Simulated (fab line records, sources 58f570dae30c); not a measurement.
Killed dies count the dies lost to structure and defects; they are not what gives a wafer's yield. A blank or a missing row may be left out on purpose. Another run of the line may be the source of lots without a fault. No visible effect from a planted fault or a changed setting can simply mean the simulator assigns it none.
Which tool did it? | flow berkeley-cmos170 | Sampling: 13 lots, 39 wafers, 6 of 331 route steps

WHAT THE GAUGES READ, wafer by wafer
UCB170_PWELL_OVL_MEAS_13. Usual: PWELL_OVL gives -3 nm (standard deviation 5.2).
lot  | measured    | on         | PWELL_OVL (nm) | flag
L542 | day 3 11:53 | overlay-02 | -2 -1 1        |
L544 | day 4 06:41 | overlay-01 | 1 7 0          |
L545 | day 4 09:52 | overlay-02 | -2 2 4         |
L546 | day 4 09:59 | overlay-01 | -11 -14 -14    |
L548 | day 4 19:12 | overlay-02 | 3 -2 -3        |
L552 | day 5 19:30 | overlay-02 | -3 0 -7        |
L551 | day 5 19:34 | overlay-01 | 0 0 -4         |
L553 | day 6 02:46 | overlay-01 | 0 0 2          |
L554 | day 6 03:08 | overlay-01 | -12 -10 -7     |
L556 | day 6 11:09 | overlay-01 | - - -          | OFF
L555 | day 6 11:15 | overlay-01 | -14 -13 -12    |
L557 | day 6 20:52 | overlay-01 | -1 -2 3        |
L564 | day 8 00:40 | overlay-01 | 2 5 -1         |

UCB170_PWELL_TW_MEAS_17. Usual: PWELL_TW gives 377 (standard deviation 3.6).
lot  | measured    | on            | PWELL_TW    | flag
L542 | day 3 12:17 | film-metro-03 | 383 384 381 |
L544 | day 4 07:04 | film-metro-03 | 381 381 378 |
L545 | day 4 10:16 | film-metro-03 | 378 379 379 |
L546 | day 4 10:22 | film-metro-03 | 379 381 379 |
L548 | day 4 19:35 | film-metro-03 | 379 378 379 |
L552 | day 5 19:53 | film-metro-02 | 375 374 373 |
L551 | day 5 19:57 | film-metro-01 | 381 380 382 |
L553 | day 6 03:10 | film-metro-03 | 383 383 380 |
L554 | day 6 03:31 | film-metro-01 | 378 377 376 |
L556 | day 6 11:32 | film-metro-01 | 30 30 30    | OFF
L555 | day 6 11:38 | film-metro-01 | 378 378 377 |
L557 | day 6 21:16 | film-metro-03 | 382 383 384 |
L564 | day 8 01:04 | film-metro-01 | 376 376 377 |

UCB170_NSD_TW_MEAS_10. Usual: NSD_TW gives 4192 (standard deviation 18).
lot  | measured     | on            | NSD_TW         | flag
L542 | day 7 17:34  | film-metro-01 | 4173 4189 4175 |
L544 | day 8 18:20  | film-metro-01 | 4172 4173 4145 |
L545 | day 8 18:35  | film-metro-03 | 4166 4176 4156 |
L546 | day 8 18:50  | film-metro-04 | 4216 4216 4237 |
L548 | day 9 09:43  | film-metro-03 | 4190 4186 4184 |
L552 | day 10 15:11 | film-metro-04 | 4211 4225 4207 |
L551 | day 10 15:15 | film-metro-01 | 4182 4172 4179 |
L553 | day 10 19:36 | film-metro-04 | 4218 4211 4209 |
L554 | day 10 19:50 | film-metro-03 | 4217 4198 4214 |
L555 | day 10 20:05 | film-metro-03 | 4204 4191 4189 |
L557 | day 11 20:35 | film-metro-01 | 4190 4183 4174 |
L564 | day 12 13:04 | film-metro-03 | 4186 4194 4179 |

UCB170_V1_THK_MEAS_01. Usual: V1_TEOS_THK gives 1990 nm (standard deviation 26).
lot  | measured     | on            | V1_TEOS_THK (nm) | flag
L542 | day 8 09:08  | film-metro-04 | 1975 1998 2032   |
L544 | day 9 05:41  | film-metro-02 | 1968 1973 2005   |
L545 | day 9 07:01  | film-metro-02 | 1968 2011 2014   |
L546 | day 9 07:01  | film-metro-03 | 1996 2032 2033   |
L548 | day 9 19:59  | film-metro-03 | 1961 1969 2008   |
L552 | day 11 01:05 | film-metro-04 | 1912 1972 1979   |
L551 | day 11 02:52 | film-metro-02 | 1996 1968 2024   |
L553 | day 11 13:00 | film-metro-03 | 1963 2016 1987   |
L554 | day 11 13:03 | film-metro-04 | 1995 2021 2047   |
L555 | day 11 11:40 | film-metro-03 | 1932 1977 1998   |
L557 | day 12 13:08 | film-metro-03 | 1983 1984 2018   |
L564 | day 13 03:36 | film-metro-02 | 1959 1965 1972   |

EACH LOT AND THE TOOL THAT RAN IT (in order: tool; ch and the chambers of the sampled wafers; start)
lot  | UCB170_PWELL_EXPOSE_10           | UCB170_SDANNEAL_RTA_00
L542 | krf-scanner-01 ch 0, day 3 11:32 | rtp-anneal-01 ch 0, day 7 21:33
L544 | krf-scanner-02 ch 0, day 4 05:51 | rtp-anneal-01 ch 0, day 8 20:26
L545 | krf-scanner-02 ch 0, day 4 09:29 | rtp-anneal-01 ch 0, day 8 20:40
L546 | krf-scanner-02 ch 0, day 4 09:35 | rtp-anneal-02 ch 0, day 8 20:40
L548 | krf-scanner-01 ch 0, day 4 18:44 | rtp-anneal-02 ch 0, day 9 10:44
L552 | krf-scanner-01 ch 0, day 5 18:48 | rtp-anneal-01 ch 0, day 10 16:35
L551 | krf-scanner-02 ch 0, day 5 19:05 | rtp-anneal-02 ch 0, day 10 16:50
L553 | krf-scanner-02 ch 0, day 6 01:41 | rtp-anneal-01 ch 0, day 10 20:38
L554 | krf-scanner-01 ch 0, day 6 02:01 | rtp-anneal-02 ch 0, day 10 20:47
L556 | krf-scanner-01 ch 0, day 6 09:56 | -
L555 | krf-scanner-01 ch 0, day 6 10:04 | rtp-anneal-01 ch 0, day 10 21:04
L557 | krf-scanner-02 ch 0, day 6 20:14 | rtp-anneal-01 ch 0, day 12 00:16
L564 | krf-scanner-01 ch 0, day 8 00:17 | rtp-anneal-02 ch 0, day 12 14:02
- UCB170_PWELL_EXPOSE_10: exposes mask PWELL, target cd 3000 nm.
- UCB170_SDANNEAL_RTA_00: time 10 s.

AS READ BY THE TOOLS THEMSELVES (means over the sampled wafers that have a number; for cases with no such wafer, the mark the record gives instead)
UCB170_PWELL_EXPOSE_10. Usual: exposure-dose-mJ-cm2 reads 19.003 (standard deviation 0.023).
lot  | tool           | exposure-dose-mJ-cm2 | flag
L542 | krf-scanner-01 | 19.003               |
L544 | krf-scanner-02 | 18.988               |
L545 | krf-scanner-02 | 19.019               |
L546 | krf-scanner-02 | 18.968               |
L548 | krf-scanner-01 | 19.056               |
L552 | krf-scanner-01 | 19.034               |
L551 | krf-scanner-02 | 18.992               |
L553 | krf-scanner-02 | 18.988               |
L554 | krf-scanner-01 | 19.012               |
L556 | krf-scanner-01 | 19.006               |
L555 | krf-scanner-01 | 18.992               |
L557 | krf-scanner-02 | 18.999               |
L564 | krf-scanner-01 | 18.994               |

UCB170_SDANNEAL_RTA_00. Usual: lamp-power-pct 22.4 %, standard deviation 2.8; wafer_temp_C_max 904.7, standard deviation 0.89.
lot  | tool          | lamp-power-pct (%) | wafer_temp_C_max | flag
L542 | rtp-anneal-01 | 19.8               | 904.2            |
L544 | rtp-anneal-01 | 19.8               | 905.0            |
L545 | rtp-anneal-01 | 19.8               | 904.4            |
L546 | rtp-anneal-02 | 25.5               | 904.7            |
L548 | rtp-anneal-02 | 25.5               | 905.4            |
L552 | rtp-anneal-01 | 19.8               | 905.6            |
L551 | rtp-anneal-02 | 25.5               | 904.3            |
L553 | rtp-anneal-01 | 19.8               | 904.6            |
L554 | rtp-anneal-02 | 25.5               | 904.3            |
L555 | rtp-anneal-01 | 19.8               | 904.9            |
L557 | rtp-anneal-01 | 19.8               | 905.3            |
L564 | rtp-anneal-02 | 25.5               | 905.1            |

THE ANSWER, worked out from the rows above alone
Rule: take the mean of a lot's wafers that have a number; if it is more than 3 standard deviations from the usual mean, the lot is off. A lot without any number at a reading at which 4 lots or more have one is off too. Where the step has rows for the other lots, those lots are counted as sound. First the gauges in route order, then the tools' own readings, where a lot's mean is used as printed above. At the first step where some lot is off, the reading lying furthest off is the one used; lots without a number count as furthest.
Off: L556, at UCB170_PWELL_OVL_MEAS_13 (PWELL_OVL). Without a number there: L556.
If a tool, at a process step before that reading, ran all the lots that are off and no sound lot after the first of them, it fits. Not tried: the gauges at UCB170_PWELL_OVL_MEAS_13; whatever is off there is also off at UCB170_PWELL_TW_MEAS_17, on other tools, and gauge error can't account for it. Not one of the candidates tried fits.

WHAT WAS PUT IN BY THE SIMULATOR
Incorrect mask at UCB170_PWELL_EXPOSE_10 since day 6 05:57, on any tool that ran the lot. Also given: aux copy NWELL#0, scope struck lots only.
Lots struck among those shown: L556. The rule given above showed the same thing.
